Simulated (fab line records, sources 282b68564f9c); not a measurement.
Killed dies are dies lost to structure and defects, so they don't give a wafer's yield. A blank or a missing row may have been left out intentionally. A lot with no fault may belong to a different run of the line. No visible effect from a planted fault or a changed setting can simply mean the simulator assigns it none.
Which tool was responsible?	flow rit-cmos	14 lots with 42 wafers sampled at 4 steps, on a route of 202 steps

WHAT THE GAUGES SHOWED, per wafer
RIT_GATE_OVL_MEAS_17.
lot	measured	on	GATE_OVL (nm)
L944	day 2 18:07	overlay-02	-1.0 1.2 0.4
L946	day 3 00:38	overlay-02	3.9 1.2 1.2
L947	day 3 07:38	overlay-02	-1.6 -1.4 -0.7
L948	day 3 09:16	overlay-02	0.6 -0.3 0.3
L949	day 3 15:05	overlay-02	1.1 -0.4 -1.7
L953	day 4 10:34	overlay-02	-1.1 0.0 -1.5
L956	day 5 02:11	overlay-01	0.5 -0.7 1.4
L957	day 5 07:06	overlay-01	-2.2 -0.6 -0.3
L958	day 5 11:39	overlay-01	2.2 2.7 4.9
L962	day 6 06:50	overlay-02	3.4 3.1 0.6
L963	day 6 12:00	overlay-01	1.6 1.5 0.2
L965	day 6 22:48	overlay-01	0.7 0.9 0.1
L966	day 7 02:46	overlay-02	2.4 1.7 1.8
L967	day 7 08:30	overlay-01	-1.3 2.1 0.6

RIT_PSD_OVL_MEAS_06.
lot	measured	on	PSD_OVL (nm)
L944	day 3 05:40	overlay-02	-0.3 0.0 -0.3
L946	day 3 12:35	overlay-02	-150.7 -150.9 -149.6
L947	day 3 19:04	overlay-02	-150.2 -149.4 -148.5
L948	day 3 20:58	overlay-02	-149.6 -150.4 -150.2
L949	day 4 03:38	overlay-02	-149.5 -149.9 -150.7
L953	day 4 22:35	overlay-01	2.5 1.1 3.8
L956	day 5 14:04	overlay-01	1.8 0.9 0.6
L957	day 5 18:43	overlay-02	0.6 2.0 0.7
L958	day 5 23:35	overlay-01	1.8 1.8 1.0
L962	day 6 18:43	overlay-02	0.5 3.0 0.9
L963	day 6 23:54	overlay-02	1.3 1.9 0.7
L965	day 7 10:09	overlay-01	-0.2 3.2 -0.4
L966	day 7 15:22	overlay-02	1.4 0.7 2.3
L967	day 7 19:56	overlay-01	4.3 4.2 3.3

EACH LOT AND THE TOOL THAT RAN IT (in order: tool; ch and the chambers of the sampled wafers; start)
lot	RIT_PLDD_STRIP_09	RIT_PSD_EXPOSE_03
L944	plasma-asher-04 ch 0,1, day 3 00:25	iline-stepper-02 ch 0, day 3 05:17
L946	plasma-asher-04 ch 0,1, day 3 07:25	iline-stepper-02 ch 0, day 3 12:10
L947	plasma-asher-04 ch 0,1, day 3 13:56	iline-stepper-02 ch 0, day 3 18:41
L948	plasma-asher-02 ch 0,1, day 3 15:56	iline-stepper-02 ch 0, day 3 20:35
L949	plasma-asher-01 ch 0,1, day 3 22:35	iline-stepper-02 ch 0, day 4 03:14
L953	plasma-asher-04 ch 0,1, day 4 17:04	iline-stepper-01 ch 0, day 4 22:12
L956	plasma-asher-04 ch 0,1, day 5 08:43	iline-stepper-01 ch 0, day 5 13:38
L957	plasma-asher-01 ch 0,1, day 5 13:34	iline-stepper-01 ch 0, day 5 18:19
L958	plasma-asher-01 ch 0,1, day 5 18:30	iline-stepper-01 ch 0, day 5 23:13
L962	plasma-asher-01 ch 0,1, day 6 13:22	iline-stepper-01 ch 0, day 6 18:19
L963	plasma-asher-04 ch 0,1, day 6 18:38	iline-stepper-01 ch 0, day 6 23:31
L965	plasma-asher-02 ch 0,1, day 7 05:01	iline-stepper-01 ch 0, day 7 09:45
L966	plasma-asher-04 ch 0,1, day 7 10:08	iline-stepper-01 ch 0, day 7 14:59
L967	plasma-asher-01 ch 0,1, day 7 14:52	iline-stepper-01 ch 0, day 7 19:29
- RIT_PLDD_STRIP_09: strips in O2, time 180 s.
- RIT_PSD_EXPOSE_03: exposes mask M10, target cd 40900 nm.

AS READ BY THE TOOLS THEMSELVES (means over the sampled wafers that have a number; for cases with no such wafer, the mark the record gives instead)
RIT_PLDD_STRIP_09.
lot	tool	drypump-motor-current-A (A)
L944	plasma-asher-04	5.7
L946	plasma-asher-04	5.7
L947	plasma-asher-04	5.7
L948	plasma-asher-02	6.0
L949	plasma-asher-01	5.3
L953	plasma-asher-04	5.7
L956	plasma-asher-04	5.7
L957	plasma-asher-01	5.7
L958	plasma-asher-01	5.7
L962	plasma-asher-01	5.7
L963	plasma-asher-04	5.4
L965	plasma-asher-02	6.0
L966	plasma-asher-04	5.4
L967	plasma-asher-01	5.7

RIT_PSD_EXPOSE_03.
lot	tool	focus-offset-nm (nm)	reticle-temp-C (C)
L944	iline-stepper-02	-0.1	23.09
L946	iline-stepper-02	0.1	22.98
L947	iline-stepper-02	0.2	22.95
L948	iline-stepper-02	0.3	22.91
L949	iline-stepper-02	0.1	22.89
L953	iline-stepper-01	-0.4	22.97
L956	iline-stepper-01	-0.2	22.96
L957	iline-stepper-01	-0.6	23.06
L958	iline-stepper-01	-0.2	22.83
L962	iline-stepper-01	0.8	22.87
L963	iline-stepper-01	-0.1	22.94
L965	iline-stepper-01	-0.6	23.03
L966	iline-stepper-01	0.2	23.02
L967	iline-stepper-01	0.0	23.07

THE ANSWER, worked out from the rows above alone
Rule: what is usual is taken from the lots themselves. The widest of any qualifying gaps counts: lots, ordered by their means at a reading, are off when they make up no more than a third of the lots, leave a main group of 4 or more, and stand apart from it by 3 or more times the standard deviation of that group's means. If all means in a main group match to the digits the tables above print for the reading, that group is not used. A lot without any number at a reading at which 4 lots or more have one is off too. Where the step has rows for the other lots, those lots are counted as sound. The gauges are gone through in route order, then the tools' own readings, and for those a lot's mean is taken as printed above. The first step at which some lot is off is used, and at that step the reading that is off furthest; a lot without a number counts as furthest.
Off: at RIT_PSD_OVL_MEAS_06 (PSD_OVL), L946, L947, L948, L949. Main group: mean 1.5 nm, sd 1.
A tool fits if, at a process step before that reading, it ran every lot that is off, and no sound lot after the first of them. The gauges at RIT_PSD_OVL_MEAS_06 are tried like those tools. One fits: RIT_PSD_EXPOSE_03 on iline-stepper-02. Its last sound lot is L944 (day 3 05:17), its first lot that is off L946 (day 3 12:10): a fault that began between those two fits.

WHAT THE SIMULATOR HAD INSERTED
Scanner matching overlay: iline-stepper-02, from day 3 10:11 on, at RIT_PSD_EXPOSE_03. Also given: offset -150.
Lots struck among those shown: L946, L947, L948, L949. The rule above reached the same finding.
